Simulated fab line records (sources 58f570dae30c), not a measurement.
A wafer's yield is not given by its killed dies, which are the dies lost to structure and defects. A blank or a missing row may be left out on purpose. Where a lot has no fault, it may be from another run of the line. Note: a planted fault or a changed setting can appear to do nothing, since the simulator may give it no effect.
fab line records    flow berkeley_cmos170
record: lots: 14  wafers: 42  last_day: 12
route steps=331 shown PFIELD@86 CONTACT@224 M2@272
lots untouched by any fault: they come from a run of this same line in which no faults occurred
start_h: hours from the record's opening day to when the first of the lot's shown wafers began    wait_h: hours since the lot's step before    " same as the row above    L1.1+2: several wafers, shown together as one row    - no value, or no start given    * or withheld: withheld    < > ~ a bound
route shown NAME@n: names a module that has steps shown in the file, with the first one's number in the route    usual: average and standard deviation across the fault-free wafers    same: alike in all rows    chamber/n: place in a boat    sites: per-site readings    _std_site: their standard deviation    _edge_site: the outer-site mean with the inner-site mean subtracted    radius_mm: how far each site lies from the wafer's centre    mask NAME#n: copy n    behind: the last tool/chamber to shape the wafer    hold: what put the lot on hold/how long, in hours/how the hold closed    device: transistor that didn't switch, given as n, p or np    end of line: tests run on the same wafers once the route is complete    a step without rows: its recipe alone    killed: dies that structure and defects cost at the first sort, which is not the same as the wafer's yield    map: a wafer's dies, x killed, . not, _ none there
set.NAME: the setting that was run; set.NAME@STEP: the one run at that earlier step    model.NAME: the simulator's own value behind a step, which no gauge read
a sample of lots followed through the steps of the route, with each step as a table and each wafer as a row
services: the hour from which a tool's chamber was out of use, counted from the record's first day as start_h (under 0 if before that day), plus the number of hours and why
== steps ==
step: UCB170_PFIELD_IMPLANT_07
recipe: species: B  dose_cm2: 2e+13  energy_kev: 80  tilt_deg: 7
usual: beam_energy_keV: 79.998/0.028
lot.wafer  tool          chamber  start_h  wait_h  beam_energy_keV
L517.1     implanter-04  0        86.41    0.0     79.987
L517.3     "             0        "        "       80.040
L517.4     "             0        "        "       79.999
L518.1     implanter-04  0        102.20   0.0     79.988
L518.2     "             0        "        "       80.014
L518.5     "             0        "        "       79.973
L520.2     implanter-01  0        113.23   0.0     80.048
L520.4     "             0        "        "       80.033
L520.5     "             0        "        "       80.015
L521.2     implanter-01  0        118.46   0.0     79.957
L521.3     "             0        "        "       79.968
L521.4     "             0        "        "       79.976
L522.2     implanter-04  0        124.13   0.0     80.012
L522.4     "             0        "        "       80.021
L522.5     "             0        "        "       79.948
L524.2     implanter-01  0        133.41   0.0     80.029
L524.3     "             0        "        "       79.998
L524.5     "             0        "        "       80.029
L527.2     implanter-04  0        143.13   0.0     79.978
L527.3     "             0        "        "       79.990
L527.4     "             0        "        "       79.989
L526.1     implanter-03  0        143.38   0.0     80.033
L526.3     "             0        "        "       80.004
L526.4     "             0        "        "       80.041
L531.1     implanter-01  0        173.47   0.0     51.985
L531.3     "             0        "        "       51.997
L531.6     "             0        "        "       52.000
L534.2     implanter-04  0        186.96   0.0     79.962
L534.3     "             0        "        "       80.005
L534.5     "             0        "        "       79.991
L532.1     implanter-03  0        187.18   0.0     80.014
L532.3     "             0        "        "       80.002
L532.5     "             0        "        "       79.997
L533.3     implanter-01  0        187.26   0.1     51.959
L533.4     "             0        "        "       51.937
L533.6     "             0        "        "       51.990
L536.1     implanter-03  0        201.78   0.0     80.042
L536.2     "             0        "        "       80.035
L536.4     "             0        "        "       79.984
L535.3     implanter-04  0        202.09   0.1     80.011
L535.4     "             0        "        "       80.039
L535.5     "             0        "        "       80.010
step: UCB170_PFIELD_TW_MEAS_09
usual: PFIELD_TW: 594.8/2.6
lot.wafer  tool           chamber  start_h  wait_h  PFIELD_TW
L517.1     film_metro-01  -        86.66    0.1     592.2
L517.3     "              -        "        "       593.4
L517.4     "              -        "        "       595.4
L518.1     film_metro-01  -        102.45   0.1     598.6
L518.2     "              -        "        "       597.5
L518.5     "              -        "        "       598.1
L520.2     film_metro-04  -        113.46   0.1     591.1
L520.4     "              -        "        "       593.1
L520.5     "              -        "        "       593.7
L521.2     film_metro-04  -        118.69   0.1     598.1
L521.3     "              -        "        "       595.1
L521.4     "              -        "        "       595.9
L522.2     film_metro-02  -        124.37   0.1     594.6
L522.4     "              -        "        "       590.1
L522.5     "              -        "        "       590.6
L524.2     film_metro-01  -        133.64   0.1     596.8
L524.3     "              -        "        "       597.3
L524.5     "              -        "        "       595.0
L527.2     film_metro-01  -        143.37   0.1     596.1
L527.3     "              -        "        "       593.1
L527.4     "              -        "        "       594.2
L526.1     film_metro-02  -        143.63   0.1     590.4
L526.3     "              -        "        "       591.2
L526.4     "              -        "        "       591.2
L531.1     film_metro-02  -        173.72   0.1     564.9
L531.3     "              -        "        "       563.4
L531.6     "              -        "        "       561.8
L534.2     film_metro-01  -        187.20   0.1     599.9
L534.3     "              -        "        "       598.4
L534.5     "              -        "        "       596.5
L532.1     film_metro-01  -        187.43   0.1     597.0
L532.3     "              -        "        "       596.1
L532.5     "              -        "        "       595.3
L533.3     film_metro-02  -        187.48   0.1     560.7
L533.4     "              -        "        "       560.9
L533.6     "              -        "        "       563.5
L536.1     film_metro-04  -        202.03   0.1     595.5
L536.2     "              -        "        "       591.9
L536.4     "              -        "        "       595.9
L535.3     film_metro-04  -        202.31   0.1     594.0
L535.4     "              -        "        "       595.4
L535.5     "              -        "        "       590.3
step: UCB170_CONTACT_RTA_08
recipe: temp_c: 900  time_s: 10  ambient: N2
usual: lamp_power_pct: 25.4/1.3  wafer_temp_C_max: 903.1/0.77
lot.wafer  tool           chamber  start_h  wait_h  lamp_power_pct  wafer_temp_C_max
L517.1     rtp_anneal-01  0        158.62   0.0     23.7            902.8
L517.3     "              0        "        "       23.7            904.9
L517.4     "              0        "        "       23.6            904.8
L518.1     rtp_anneal-02  0        188.52   0.0     26.4            902.4
L518.2     "              0        "        "       26.4            902.6
L518.5     "              0        "        "       26.4            902.2
L520.2     rtp_anneal-02  0        205.40   0.0     26.4            902.1
L520.4     "              0        "        "       26.4            902.7
L520.5     "              0        "        "       26.4            903.8
L521.2     rtp_anneal-01  0        205.58   0.0     23.7            902.8
L521.3     "              0        "        "       23.6            902.9
L521.4     "              0        "        "       23.6            904.0
L522.2     rtp_anneal-02  0        205.77   0.0     26.5            901.9
L522.4     "              0        "        "       26.3            902.2
L522.5     "              0        "        "       26.4            901.8
L524.2     rtp_anneal-01  0        208.80   0.0     23.7            903.1
L524.3     "              0        "        "       23.6            903.0
L524.5     "              0        "        "       23.7            902.4
L526.1     rtp_anneal-01  0        217.16   0.0     23.7            903.2
L526.3     "              0        "        "       23.7            904.4
L526.4     "              0        "        "       23.7            904.4
L527.2     rtp_anneal-02  0        217.68   0.0     26.4            903.9
L527.3     "              0        "        "       26.4            903.4
L527.4     "              0        "        "       26.4            902.5
L531.1     rtp_anneal-02  0        247.93   0.0     26.4            903.4
L531.3     "              0        "        "       26.4            903.5
L531.6     "              0        "        "       26.4            902.7
L532.1     rtp_anneal-01  0        257.74   0.0     23.7            903.3
L532.3     "              0        "        "       23.7            903.3
L532.5     "              0        "        "       23.7            903.4
L534.2     rtp_anneal-02  0        257.75   0.0     26.4            902.6
L534.3     "              0        "        "       26.4            902.8
L534.5     "              0        "        "       26.4            903.0
L533.3     rtp_anneal-02  0        258.00   0.0     26.4            902.9
L533.4     "              0        "        "       26.4            903.6
L533.6     "              0        "        "       26.4            903.3
L535.3     rtp_anneal-01  0        269.57   0.0     23.6            903.3
L535.4     "              0        "        "       23.7            903.3
L535.5     "              0        "        "       23.7            904.0
L536.1     rtp_anneal-02  0        276.62   0.0     26.4            902.5
L536.2     "              0        "        "       26.5            903.9
L536.4     "              0        "        "       26.4            902.9
step: UCB170_M2_SPUTTER_01
recipe: material: Al  target_thk_nm: 900  time_s: 120  power_w: 6000  chamber_pressure_pa: 0.5
usual: cathode_dc_power_W: 5999.9/1.1  throttle_valve_pct: 29.8/0.83
lot.wafer  tool            chamber  start_h  wait_h  cathode_dc_power_W  throttle_valve_pct
L517.1     pvd_sputter-04  -        173.33   0.0     5998.9              28.6
L517.3     "               -        "        "       6001.4              29.1
L517.4     "               -        "        "       6001.7              30.7
L518.1     pvd_sputter-04  -        197.77   0.0     6000.0              28.7
L518.2     "               -        "        "       5999.5              30.2
L518.5     "               -        "        "       6000.1              28.3
L520.2     pvd_sputter-03  -        213.69   0.0     6000.3              28.8
L520.4     "               -        "        "       5999.9              30.0
L520.5     "               -        "        "       6001.2              29.7
L522.2     pvd_sputter-01  -        214.39   0.0     5999.1              29.2
L522.4     "               -        "        "       5999.6              29.1
L522.5     "               -        "        "       5998.5              30.2
L521.2     pvd_sputter-04  -        214.45   0.0     6000.7              30.7
L521.3     "               -        "        "       5999.0              30.4
L521.4     "               -        "        "       5999.0              30.3
L524.2     pvd_sputter-03  -        220.25   0.0     5998.9              28.8
L524.3     "               -        "        "       6001.6              30.3
L524.5     "               -        "        "       6000.7              30.1
L526.1     pvd_sputter-03  -        226.32   0.0     6000.7              30.1
L526.3     "               -        "        "       5998.6              29.0
L526.4     "               -        "        "       6000.4              31.2
L527.2     pvd_sputter-01  -        231.12   0.0     5999.8              29.5
L527.3     "               -        "        "       5998.9              30.5
L527.4     "               -        "        "       6000.4              29.1
L531.1     pvd_sputter-04  -        259.54   0.0     6000.9              30.8
L531.3     "               -        "        "       6000.5              29.0
L531.6     "               -        "        "       5999.9              29.1
L532.1     pvd_sputter-03  -        268.62   0.0     5998.3              30.2
L532.3     "               -        "        "       5999.8              31.4
L532.5     "               -        "        "       6001.0              30.1
L534.2     pvd_sputter-01  -        268.89   0.0     5999.2              29.3
L534.3     "               -        "        "       5999.9              29.7
L534.5     "               -        "        "       6000.8              29.3
L533.3     pvd_sputter-04  -        269.17   0.0     5997.2              28.9
L533.4     "               -        "        "       5999.1              29.2
L533.6     "               -        "        "       5999.1              29.0
L535.3     pvd_sputter-04  -        279.33   0.0     6001.6              28.5
L535.4     "               -        "        "       6001.7              28.9
L535.5     "               -        "        "       5999.0              30.7
L536.1     pvd_sputter-04  -        283.92   0.0     6000.8              28.6
L536.2     "               -        "        "       6000.6              31.0
L536.4     "               -        "        "       5998.3              30.0
step: UCB170_M2_METAL_ETCH_18
recipe: chemistry: Cl2/BCl3  target: Al  stop_on: SiO2  pressure_mtorr: 12  target_depth_a: 11700  over_etch_frac: 0.3  time_s: 195  icp_w: 600  bias_w: 120  Cl2_flow_sccm: 90  bcl3_flow_sccm: 45
usual: drypump_motor_current_A: 5.85/0.24  oes_product_au: 0.851/0.013  throttle_valve_pct: 24.60/0.21
lot.wafer  tool          chamber  start_h  wait_h  drypump_motor_current_A  oes_product_au  rf_hours_counter_h  throttle_valve_pct
L517.1     rie_metal-02  0        175.98   -       5.79                     0.840           5                   24.45
L517.3     "             0        "        "       5.81                     0.855           -                   24.44
L517.4     "             1        "        "       6.14                     0.834           -                   24.74
L518.1     rie_metal-03  1        202.48   -       6.00                     0.867           18                  24.42
L518.2     "             1        "        "       6.01                     0.859           -                   24.42
L518.5     "             1        "        "       6.00                     0.858           -                   24.39
L520.2     rie_metal-02  1        216.03   -       6.15                     0.837           11                  24.71
L520.4     "             0        "        "       5.82                     0.847           -                   24.44
L520.5     "             0        "        "       5.83                     0.864           -                   24.43
L522.2     rie_metal-03  1        216.60   -       5.98                     0.869           -                   24.39
L522.4     "             1        "        "       5.92                     0.865           -                   24.40
L522.5     "             1        "        "       5.95                     0.878           -                   24.41
L521.2     rie_metal-04  1        216.78   -       5.69                     0.872           15                  24.43
L521.3     "             1        "        "       5.69                     0.871           -                   24.44
L521.4     "             0        "        "       5.61                     0.851           -                   24.74
L524.2     rie_metal-02  0        223.56   -       5.78                     0.866           6                   24.42
L524.3     "             0        "        "       5.78                     0.870           -                   24.43
L524.5     "             0        "        "       5.78                     0.861           -                   24.43
L526.1     rie_metal-02  1        228.58   -       6.16                     0.857           11                  24.73
L526.3     "             1        "        "       6.10                     0.844           -                   24.72
L526.4     "             0        "        "       5.79                     0.857           -                   24.43
L527.2     rie_metal-02  0        235.67   -       5.79                     0.856           6                   24.44
L527.3     "             0        "        "       5.80                     0.861           -                   24.45
L527.4     "             1        "        "       6.19                     0.838           -                   24.71
L531.1     rie_metal-02  1        261.62   -       6.15                     0.846           12                  24.73
L531.3     "             1        "        "       6.20                     0.853           -                   24.72
L531.6     "             1        "        "       6.15                     0.848           -                   24.73
L532.1     rie_metal-02  1        271.40   -       6.14                     0.836           13                  24.71
L532.3     "             1        "        "       6.13                     0.830           -                   24.73
L532.5     "             1        "        "       6.13                     0.847           -                   24.71
L533.3     rie_metal-04  0        271.74   -       5.62                     0.837           -                   24.76
L533.4     "             1        "        "       5.69                     0.863           -                   24.42
L533.6     "             1        "        "       5.69                     0.868           -                   24.45
L534.2     rie_metal-02  1        271.92   -       6.20                     0.834           -                   24.72
L534.3     "             1        "        "       6.19                     0.840           -                   24.72
L534.5     "             1        "        "       6.18                     0.834           -                   24.72
L535.3     rie_metal-03  0        281.54   -       5.52                     0.833           -                   24.91
L535.4     "             1        "        "       5.97                     0.850           -                   24.19
L535.5     "             0        "        "       5.52                     0.843           -                   24.91
L536.1     rie_metal-03  1        286.28   -       6.00                     0.850           1                   24.20
L536.2     "             0        "        "       5.52                     0.860           2                   24.89
L536.4     "             0        "        "       5.50                     0.864           -                   24.87
== services ==
tool            chamber  start_h  hours  kind
implanter-04    -        70.53    5.4    repair
implanter-03    -        78.98    0.5    repair
rie_metal-03    -        83.66    1.4    pm
implanter-01    -        85.74    1.8    repair
rtp_anneal-01   -        94.81    0.7    pm
pvd_sputter-04  -        108.21   5.8    repair
rie_metal-03    -        130.24   14.6   pm
rie_metal-03    -        144.84   28.1   pm
implanter-03    -        150.79   27.0   pm
rie_metal-04    0        154.11   2.3    repair
pvd_sputter-03  -        154.32   1.1    repair
rie_metal-03    0        173.22   25.4   repair
rie_metal-03    0        198.57   -      clean
rie_metal-03    0        198.57   25.0   scheduled_down
rie_metal-03    0        198.57   25.0   vent_cycle
rie_metal-04    -        217.01   2.8    pm
pvd_sputter-04  -        228.97   7.9    repair
rie_metal-02    0        257.95   14.9   repair
rie_metal-03    -        267.10   14.2   repair
rie_metal-04    1        278.57   3.4    repair
implanter-01    -        278.82   0.9    repair
rtp_anneal-01   -        280.89   4.6    pm
implanter-01    -        280.99   31.1   pm
implanter-04    -        282.29   2.9    repair
== key ==
first_sign: step: UCB170_PFIELD_IMPLANT_07  reading: beam_energy_keV  direction: down  sigmas: 99+  usual: 79.998  struck: 51.978
effect: step: UCB170_PFIELD_TW_MEAS_09  reading: PFIELD_TW  direction: down  sigmas: 12  usual: 594.8  struck: 562.5
met_at UCB170_PFIELD_IMPLANT_07
struck_lots L531,L533
tester_left_out L531,L533
not_acting_at UCB170_CONTACT_RTA_08,UCB170_M2_SPUTTER_01,UCB170_M2_METAL_ETCH_18
onset_between 133.41 173.47
fault: kind: process_parameter_drift  tool: implanter-01  chamber: -  onset_h: 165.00  steps: UCB170_PFIELD_IMPLANT_07  channel: energy_kev  offset: -28  shape: step  end_h: 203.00  acts_in: these_recipes_only  stated: 80
tester_left_out: of these lots the tester's yield and bins aren't shown, on N5 and GAA mostly nor the transistor test; their killed dies are dies lost to structure and defects alone, not to doping, threshold or leakage, so they don't give the yield
